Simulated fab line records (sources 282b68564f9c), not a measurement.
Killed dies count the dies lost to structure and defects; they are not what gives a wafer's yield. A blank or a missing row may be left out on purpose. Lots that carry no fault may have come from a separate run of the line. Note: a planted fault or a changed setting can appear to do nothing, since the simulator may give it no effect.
Struck lot and sound lot, side by side + flow rit cmos + 28 steps out of a route of 202
Sound: these wafers, L613.1, L613.2, L613.3. Wafers struck: L604.2, L604.3, L604.6. The cause is given at the end.
At each step with rows: each side's tool, then ch and its chambers, then its first start. Under that, the readings that differ: sound wafers + struck wafers + difference of the means + sigmas: that difference in standard deviations of wafers without a fault.
alike: words and numbers the same on both sides, and readings whose means are apart by under 2 such deviations; not compared: readings that were withheld, readings missing a value for some wafer, numbers with overlapping values and no deviation given by the record, and bounds like >300 which may hide the same value.
A row with sigmas, a row that says differs or no value, or rows on one side alone: a step with any of these is where the two part. When numbers do not overlap yet have no deviation, they are printed without sigmas and do not part them. Lack of a reading on every wafer of one side parts them only where that side has two or more wafers.

RIT_FOX2_THK_MEAS_01:
  struck on film metro-04, day 4 21:31; sound on film metro-03, day 6 10:09
  alike: FOX2_OXIDE_THK
then, 2 steps without rows for these wafers: RIT_FOX2_CLEAN_02 (cleans in dHF, time 180 s); RIT_FOX2_WET_ETCH_03 (etches Si3N4 in H3PO4, target depth 195 nm, time 2700 s).
RIT_FOX2_THK_MEAS_90:
  struck on film metro-02, day 4 22:28; sound on film metro-04, day 6 11:01
  alike: FIELD_OXIDE_LEFT_1_THK
then, 6 steps without rows for these wafers: RIT_NWELL_HMDS_00 (prime time 60 s); RIT_NWELL_COAT_01 (resist thk 1300 nm); RIT_NWELL_SOFTBAKE_02 (time 60 s); RIT_NWELL_EXPOSE_03 (exposes mask M2, target cd 43900 nm); RIT_NWELL_PEB_04; RIT_NWELL_DEVELOP_05 (develop time 68 s).
RIT_NWELL_OVL_MEAS_06:
  struck on overlay-01, day 4 23:31; sound on overlay-01, day 6 11:58
  alike: NWELL_OVL
then, 1 step without rows for these wafers: RIT_NWELL_HARDBAKE_07 (time 120 s).
RIT_NWELL_IMPLANT_08:
  sound on implanter-02 ch 0, day 6 12:15; struck on implanter-04 ch 0, day 4 23:49
| reading            | sound                         | struck                        | difference | sigmas      |
|--------------------|-------------------------------|-------------------------------|------------|-------------|
| dose ions cm2      | 4.996e+13 4.994e+13 5.001e+13 | 8.012e+13 8.002e+13 7.993e+13 | +3.005e+13 | +99 or more |
| faraday current uA | 164 152 158                   | 258 253 262                   | +100       | +32         |
RIT_NWELL_STRIP_09: strips in O2, time 180 s.
  sound on plasma asher-02 ch 0,1, day 6 12:24; struck on plasma asher-03 ch 0,1, day 4 23:57
  alike: drypump motor current A
  not compared: rf hours counter h
RIT_NWELL_TW_MEAS_10:
  struck on film metro-03, day 5 00:22; sound on film metro-02, day 6 12:34
| reading  | sound          | struck         | difference | sigmas |
|----------|----------------|----------------|------------|--------|
| NWELL_TW | 2151 2158 2163 | 2492 2494 2489 | +334       | +37    |
  not compared: hold
then, 5 steps without rows for these wafers: RIT_PWELL_COAT_01 (resist thk 1300 nm); RIT_PWELL_SOFTBAKE_02 (time 60 s); RIT_PWELL_EXPOSE_03 (exposes mask M3, target cd 43700 nm); RIT_PWELL_PEB_04; RIT_PWELL_DEVELOP_05 (develop time 68 s).
RIT_PWELL_OVL_MEAS_06:
  struck on overlay-02, day 5 03:05; sound on overlay-02, day 6 13:38
  alike: PWELL_OVL
then, 2 steps without rows for these wafers: RIT_PWELL_HARDBAKE_07 (time 120 s); RIT_PWELL_IMPLANT_08.
RIT_PWELL_STRIP_09: strips in O2, time 180 s.
  sound on plasma asher-01 ch 0,1, day 6 14:04; struck on plasma asher-04 ch 0,1, day 5 03:31
  alike: drypump motor current A
  not compared: rf hours counter h
RIT_PWELL_TW_MEAS_10:
  struck on film metro-03, day 5 03:43; sound on film metro-01, day 6 14:15
  alike: PWELL_TW
then, 1 step without rows for these wafers: RIT_WELLDRIVE_ANNEAL_00 (time 14700 s).
RIT_WELLDRIVE_RS_MEAS_01: the measuring method here is four-point-probe.
  struck on film metro-01, day 5 10:07; sound on film metro-01, day 6 19:23
| reading           | sound             | struck            | difference | sigmas |
|-------------------|-------------------|-------------------|------------|--------|
| NWELL_RS (ohm/sq) | 274.6 274.4 274.5 | 208.0 208.1 207.9 | -66.5      | -91    |
  not compared: hold
RIT_M1_PROBE_99:
  the record has rows for the sound wafers here (prober-02, day 8 01:49) and none for the struck ones

== WHERE THEY PART ==
At RIT_NWELL_IMPLANT_08 first; at RIT_M1_PROBE_99 last (within this record only).

WHY: what the simulator had put in
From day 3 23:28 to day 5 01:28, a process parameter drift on implanter-04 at RIT_NWELL_IMPLANT_08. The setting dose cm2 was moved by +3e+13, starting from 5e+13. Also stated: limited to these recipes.
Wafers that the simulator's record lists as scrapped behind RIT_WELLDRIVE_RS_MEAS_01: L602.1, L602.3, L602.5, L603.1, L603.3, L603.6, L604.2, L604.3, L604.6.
